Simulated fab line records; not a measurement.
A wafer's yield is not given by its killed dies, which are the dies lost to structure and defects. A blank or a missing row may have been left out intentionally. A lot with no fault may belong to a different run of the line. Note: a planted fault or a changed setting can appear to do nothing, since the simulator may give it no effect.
Commonality check across tools :: flow berkeley cmos170 :: Sample size 14 lots and 42 wafers

== REASON IT WAS OPENED ==
UCB170_SILICIDE_RS_MEAS_02, reading SILICIDE_TI_RS: flagged on 2 of 14 lots. No-fault wafers: 26.0 ohm/sq, standard deviation 0.41.
Rule: flag the lot when none of its wafers has a number, or when each of its wafers that has one lies beyond 4 standard deviations from that mean. As for the other lots, they are considered sound.

lot: L918
measured: day 8 07:19
on: film metro-04
SILICIDE_TI_RS (ohm/sq), wafer by wafer: 25.6 24.9 25.0
flag: 

lot: L921
measured: day 8 18:25
on: film metro-02
SILICIDE_TI_RS (ohm/sq), wafer by wafer: 25.5 26.2 25.7
flag: 

lot: L922
measured: day 8 18:26
on: film metro-03
SILICIDE_TI_RS (ohm/sq), wafer by wafer: 25.8 26.0 25.9
flag: 

lot: L919
measured: day 8 18:37
on: film metro-02
SILICIDE_TI_RS (ohm/sq), wafer by wafer: 25.8 25.7 25.9
flag: 

lot: L923
measured: day 8 18:55
on: film metro-03
SILICIDE_TI_RS (ohm/sq), wafer by wafer: 26.7 26.4 26.5
flag: 

lot: L920
measured: day 8 19:22
on: film metro-02
SILICIDE_TI_RS (ohm/sq), wafer by wafer: 23.4 23.1 23.4
flag: FLAGGED

lot: L924
measured: day 8 19:26
on: film metro-04
SILICIDE_TI_RS (ohm/sq), wafer by wafer: 26.3 26.8 25.9
flag: 

lot: L926
measured: day 10 04:34
on: film metro-03
SILICIDE_TI_RS (ohm/sq), wafer by wafer: 22.8 22.8 22.7
flag: FLAGGED

lot: L933
measured: day 11 08:30
on: film metro-03
SILICIDE_TI_RS (ohm/sq), wafer by wafer: 26.0 26.4 26.3
flag: 

lot: L934
measured: day 11 17:31
on: film metro-03
SILICIDE_TI_RS (ohm/sq), wafer by wafer: 25.3 25.6 25.6
flag: 

lot: L936
measured: day 11 17:48
on: film metro-02
SILICIDE_TI_RS (ohm/sq), wafer by wafer: 25.5 25.4 25.6
flag: 

lot: L937
measured: day 12 14:16
on: film metro-03
SILICIDE_TI_RS (ohm/sq), wafer by wafer: 26.1 26.2 25.9
flag: 

lot: L938
measured: day 12 23:25
on: film metro-04
SILICIDE_TI_RS (ohm/sq), wafer by wafer: 25.7 25.8 25.8
flag: 

lot: L939
measured: day 13 04:30
on: film metro-04
SILICIDE_TI_RS (ohm/sq), wafer by wafer: 26.2 26.2 26.3
flag: 
The mean of the flagged lots' numbers is 23.0 ohm/sq, -3.0 ohm/sq from the usual (-7 standard deviations).

== LOT BY LOT: THE TOOL USED ==
The record holds 1 process step before the reading, out of a route of 331 steps. Every cell lists first the tool, next ch and the chambers used by the sampled wafers, and last the start.
lot: L918
flag: 
UCB170_SILICIDE_SPUTTER_01: pvd sputter-03, day 8 07:15

lot: L921
flag: 
UCB170_SILICIDE_SPUTTER_01: pvd sputter-03, day 8 18:22

lot: L922
flag: 
UCB170_SILICIDE_SPUTTER_01: pvd sputter-04, day 8 18:22

lot: L919
flag: 
UCB170_SILICIDE_SPUTTER_01: pvd sputter-03, day 8 18:29

lot: L923
flag: 
UCB170_SILICIDE_SPUTTER_01: pvd sputter-04, day 8 18:50

lot: L920
flag: FLAGGED
UCB170_SILICIDE_SPUTTER_01: pvd sputter-04, day 8 19:20

lot: L924
flag: 
UCB170_SILICIDE_SPUTTER_01: pvd sputter-03, day 8 19:23

lot: L926
flag: FLAGGED
UCB170_SILICIDE_SPUTTER_01: pvd sputter-04, day 10 04:32

lot: L933
flag: 
UCB170_SILICIDE_SPUTTER_01: pvd sputter-02, day 11 08:28

lot: L934
flag: 
UCB170_SILICIDE_SPUTTER_01: pvd sputter-02, day 11 17:29

lot: L936
flag: 
UCB170_SILICIDE_SPUTTER_01: pvd sputter-03, day 11 17:45

lot: L937
flag: 
UCB170_SILICIDE_SPUTTER_01: pvd sputter-04, day 12 14:10

lot: L938
flag: 
UCB170_SILICIDE_SPUTTER_01: pvd sputter-04, day 12 23:23

lot: L939
flag: 
UCB170_SILICIDE_SPUTTER_01: pvd sputter-02, day 13 04:27
What is done by these steps:
- UCB170_SILICIDE_SPUTTER_01: material Ti, target thk 30 nm, time 25 s.
- UCB170_SILICIDE_RS_MEAS_02: measures by four-point-probe.

== FLAGGED AGAINST TOTAL, ONE TOOL AT A TIME (gauges that did the reading follow at the end) ==
step: UCB170_SILICIDE_SPUTTER_01
tool: pvd sputter-02
lots run: 3
flagged: 0
share of the flagged lots: none
sound lots run after its first flagged lot: -

step: UCB170_SILICIDE_SPUTTER_01
tool: pvd sputter-03
lots run: 5
flagged: 0
share of the flagged lots: none
sound lots run after its first flagged lot: -

step: UCB170_SILICIDE_SPUTTER_01
tool: pvd sputter-04
lots run: 6
flagged: 2
share of the flagged lots: all
sound lots run after its first flagged lot: 2 (L937,L938)

step: UCB170_SILICIDE_RS_MEAS_02
tool: film metro-02
lots run: 4
flagged: 1
share of the flagged lots: some
sound lots run after its first flagged lot: 1 (L936)

step: UCB170_SILICIDE_RS_MEAS_02
tool: film metro-03
lots run: 6
flagged: 1
share of the flagged lots: some
sound lots run after its first flagged lot: 3 (L933,L934,L937)

step: UCB170_SILICIDE_RS_MEAS_02
tool: film metro-04
lots run: 4
flagged: 0
share of the flagged lots: none
sound lots run after its first flagged lot: -

== THE TABLE: WHAT IT ALLOWS ==
In the table, 1 row covers all flagged lots: pvd sputter-04 at UCB170_SILICIDE_SPUTTER_01.
- pvd sputter-04 at UCB170_SILICIDE_SPUTTER_01: 2 of its 6 lots flagged. Sound lots followed the first flagged one (L937, L938) on it, something a lasting fault affecting the whole tool could not allow.
No row of the table ran every flagged lot and no sound lot after the first.

== WHAT THE SIMULATOR PUT IN ==
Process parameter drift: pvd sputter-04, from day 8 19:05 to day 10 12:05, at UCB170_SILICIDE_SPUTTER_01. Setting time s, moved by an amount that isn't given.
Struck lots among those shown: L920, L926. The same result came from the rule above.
